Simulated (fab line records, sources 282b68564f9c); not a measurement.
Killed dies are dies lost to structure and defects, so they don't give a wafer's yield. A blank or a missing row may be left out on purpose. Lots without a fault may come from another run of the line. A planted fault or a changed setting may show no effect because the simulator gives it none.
Split-lot experiment | flow rit_cmos | 5 lots, 27 wafers read, on a route of 202 steps

THE SPLIT
At RIT_ACTIVE_DEVELOP_10 (develop time 50 s), the setting develop_time_s was moved away from the recipe's 50 s on 12 of the 27 wafers read, by -34.1% to +47.0%. The other wafers ran this setting at the recipe's value.

FROM THE SPLIT TO THE READING: what the file shows between them, 4 steps
- RIT_ACTIVE_CD_MEAS_11: target cd 1400 nm
- RIT_ACTIVE_HARDBAKE_12: time 60 s
- RIT_ACTIVE_ETCH_13: etches Si3N4 in SF6, stops on SiO2, time 210 s, target depth 210 nm
- RIT_ACTIVE_STRIP_14: strips in O2, time 180 s

THE READING
cd_nm, in nm, at RIT_ACTIVE_CD_MEAS_90 (target cd 1400 nm). Fault-free wafers of this fab line usually give 1399.3 nm, standard deviation 2.2 nm.

wafer  | tool, chamber at the split | develop_time_s as run, s | against the recipe | cd_nm, nm | against lot-mates on the recipe
L075.1 | litho_track-01, 0          | 50                       | recipe             | 1400.6    | -
L075.2 | litho_track-01, 0          | 32.93                    | -34.1%             | 1446.3    | +45.4
L075.3 | litho_track-01, 0          | 50                       | recipe             | 1400.7    | -
L075.4 | litho_track-01, 0          | 32.93                    | -34.1%             | 1447.2    | +46.3
L075.5 | litho_track-01, 0          | 32.93                    | -34.1%             | 1446.2    | +45.3
L075.6 | litho_track-01, 0          | 50                       | recipe             | 1401.5    | -
L080.1 | litho_track-01, 0          | 50                       | recipe             | 1399.3    | -
L080.2 | litho_track-01, 0          | 50                       | recipe             | 1401.0    | -
L080.5 | litho_track-01, 0          | 50                       | recipe             | 1399.5    | -
L081.1 | litho_track-04, 0          | 50                       | recipe             | 1401.1    | -
L081.2 | litho_track-04, 0          | 42.21                    | -15.6%             | 1417.5    | +18.1
L081.3 | litho_track-04, 0          | 42.21                    | -15.6%             | 1417.5    | +18.1
L081.4 | litho_track-04, 0          | 50                       | recipe             | 1399.6    | -
L081.5 | litho_track-04, 0          | 50                       | recipe             | 1397.6    | -
L081.6 | litho_track-04, 0          | 42.21                    | -15.6%             | 1417.2    | +17.8
L082.1 | litho_track-01, 0          | 73.52                    | +47.0%             | 1362.4    | -37.1
L082.2 | litho_track-01, 0          | 73.52                    | +47.0%             | 1362.6    | -36.9
L082.3 | litho_track-01, 0          | 50                       | recipe             | 1399.2    | -
L082.4 | litho_track-01, 0          | 73.52                    | +47.0%             | 1365.3    | -34.2
L082.5 | litho_track-01, 0          | 50                       | recipe             | 1398.5    | -
L082.6 | litho_track-01, 0          | 50                       | recipe             | 1400.9    | -
L085.1 | litho_track-01, 0          | 59.45                    | +18.9%             | 1383.4    | -14.8
L085.2 | litho_track-01, 0          | 50                       | recipe             | 1398.1    | -
L085.3 | litho_track-01, 0          | 59.45                    | +18.9%             | 1382.8    | -15.4
L085.4 | litho_track-01, 0          | 50                       | recipe             | 1399.3    | -
L085.5 | litho_track-01, 0          | 50                       | recipe             | 1397.3    | -
L085.6 | litho_track-01, 0          | 59.45                    | +18.9%             | 1382.7    | -15.5

THE FIT
A straight line over all 27 wafers: cd_nm changes by -0.992 nm for each +1% of develop_time_s; r = -0.97; the points scatter about the line by 5.1 nm.
The same after taking each lot's own level away (the mean of its wafers on the recipe; 27 wafers): -0.974 nm for each +1%; r = -0.98; scatter 4.7 nm.
On that fit, the largest move of develop_time_s shifts the reading by 46 nm.
The lots' own levels span 1398.23 to 1400.93 nm, that is 1.2 times the standard deviation above.
So the lot-to-lot level changes the slope little: the two slopes agree.
Check: with one of the wafers moved furthest among these (+47.0%) left out of the fit, the line predicts -44.2 nm for it against its lot-mates. It came out at -37.1 nm against them.

THE WHOLE CHAIN: every reading that the file lists as answering this split, in the file's order
step                  | what it does                                                        | reading                                                       | change (the file's fit)               | r (the file's)
RIT_ACTIVE_CD_MEAS_11 | target cd 1400 nm                                                   | cd_nm                                                         | -0.964 nm for each +1% of the setting | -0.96
RIT_ACTIVE_ETCH_13    | etches Si3N4 in SF6, stops on SiO2, time 210 s, target depth 210 nm | ACTIVE.cd_nm (the simulator's own value, which no gauge read) | -0.962 nm for each +1% of the setting | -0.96
RIT_ACTIVE_CD_MEAS_90 | target cd 1400 nm                                                   | cd_nm                                                         | -0.961 nm for each +1% of the setting | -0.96

THE FILE'S OWN FIT
cd_nm changes by -0.961 nm for each +1% of develop_time_s, r = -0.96.
